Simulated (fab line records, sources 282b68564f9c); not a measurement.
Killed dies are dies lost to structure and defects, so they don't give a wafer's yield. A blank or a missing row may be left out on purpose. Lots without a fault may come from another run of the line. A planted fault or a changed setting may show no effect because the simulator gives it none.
Split-lot experiment | flow rit_cmos | 5 lots, 23 wafers read, on a route of 202 steps

THE SPLIT
At RIT_PRETRO_COAT_01 (resist thk 1300 nm), the setting resist_thk_nm was moved away from the recipe's 1300 nm on 7 of the 23 wafers read, by -5.6% to +4.6%. The other wafers ran this setting at the recipe's value.

FROM THE SPLIT TO THE READING: what the file shows between them, 3 steps
- RIT_PRETRO_SOFTBAKE_02: time 60 s
- RIT_PRETRO_EXPOSE_03: exposes mask M5, target cd 43700 nm
- RIT_PRETRO_DEVELOP_05: develop time 67.14 s

THE READING
NOVOLAK_of_PRETRO_COAT_01.thk_nm (the simulator's own value, which no gauge read), in nm, at RIT_PRETRO_HARDBAKE_07 (time 120 s). The file gives no usual value for it. The 16 wafers here that ran the recipe average 1138 nm, standard deviation 2.4 nm.

wafer  | tool, chamber at the split | resist_thk_nm as run, nm | against the recipe | NOVOLAK_of_PRETRO_COAT_01.thk_nm, nm | against lot-mates on the recipe
L074.1 | litho_track-01, 0          | 1360                     | +4.6%              | 1190                                 | +55
L074.2 | litho_track-01, 0          | 1300                     | recipe             | 1136                                 | -
L074.4 | litho_track-01, 0          | 1300                     | recipe             | 1134                                 | -
L074.5 | litho_track-01, 0          | 1360                     | +4.6%              | 1189                                 | +54
L074.6 | litho_track-01, 0          | 1300                     | recipe             | 1135                                 | -
L078.1 | litho_track-01, 0          | 1300                     | recipe             | 1139                                 | -
L078.2 | litho_track-01, 0          | 1300                     | recipe             | 1139                                 | -
L078.3 | litho_track-01, 0          | 1300                     | recipe             | 1138                                 | -
L078.5 | litho_track-01, 0          | 1300                     | recipe             | 1138                                 | -
L078.4 | litho_track-01, 0          | 1300                     | recipe             | 1136                                 | -
L080.1 | litho_track-01, 0          | 1333                     | +2.5%              | 1170                                 | +28
L080.3 | litho_track-01, 0          | 1333                     | +2.5%              | 1170                                 | +28
L080.4 | litho_track-01, 0          | 1300                     | recipe             | 1141                                 | -
L080.5 | litho_track-01, 0          | 1300                     | recipe             | 1142                                 | -
L080.6 | litho_track-01, 0          | 1333                     | +2.5%              | 1172                                 | +30
L082.1 | litho_track-01, 0          | 1300                     | recipe             | 1138                                 | -
L082.2 | litho_track-01, 0          | 1300                     | recipe             | 1137                                 | -
L082.3 | litho_track-01, 0          | 1300                     | recipe             | 1135                                 | -
L083.1 | litho_track-02, 0          | 1300                     | recipe             | 1137                                 | -
L083.2 | litho_track-02, 0          | 1300                     | recipe             | 1141                                 | -
L083.3 | litho_track-02, 0          | 1227                     | -5.6%              | 1078                                 | -62
L083.4 | litho_track-02, 0          | 1300                     | recipe             | 1142                                 | -
L083.5 | litho_track-02, 0          | 1227                     | -5.6%              | 1076                                 | -64

THE FIT
A straight line over all 23 wafers: NOVOLAK_of_PRETRO_COAT_01.thk_nm changes by +11.2 nm for each +1% of resist_thk_nm; r = +1.00; the points scatter about the line by 2.7 nm.
The same after taking each lot's own level away (the mean of its wafers on the recipe; 23 wafers): +11.4 nm for each +1%; r = +1.00; scatter 1.4 nm.
On that fit, the largest move of resist_thk_nm shifts the reading by 64 nm.
The lots' own levels span 1135.0 to 1141.5 nm, that is 2.7 times the standard deviation above.
So the lot-to-lot level changes the slope little: the two slopes agree.
Check: with one of the wafers moved furthest among these (-5.6%) left out of the fit, the line predicts -65 nm for it against its lot-mates. It came out at -62 nm against them.

OTHER SPLITS ON THESE WAFERS
These wafers also went through other splits before the reading. Each is held against what the fit with the lots' levels taken away leaves over:
other split on the same wafers   | wafers away from the commonest value | r with NOVOLAK_of_PRETRO_COAT_01.thk_nm (lot level and that fit taken away)
RIT_ACTIVE_CVD_03 temp_c         | 15                                   | -0.14
RIT_ACTIVE_EXPOSE_08 dose_mj     | 8                                    | +0.08
RIT_NRETRO_COAT_01 spin_rpm      | 7                                    | -0.15
RIT_NRETRO_IMPLANT_08 energy_kev | 8                                    | -0.27

THE WHOLE CHAIN: every reading that the file lists as answering this split, in the file's order
step                   | what it does       | reading                                                                           | change (the file's fit)              | r (the file's)
RIT_PRETRO_COAT_01     | resist thk 1300 nm | NOVOLAK_of_PRETRO_COAT_01.thk_nm (the simulator's own value, which no gauge read) | +13.3 nm for each +1% of the setting | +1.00
RIT_PRETRO_HARDBAKE_07 | time 120 s         | NOVOLAK_of_PRETRO_COAT_01.thk_nm (the simulator's own value, which no gauge read) | +11.5 nm for each +1% of the setting | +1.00

THE FILE'S OWN FIT
NOVOLAK_of_PRETRO_COAT_01.thk_nm changes by +11.5 nm for each +1% of resist_thk_nm, r = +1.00.
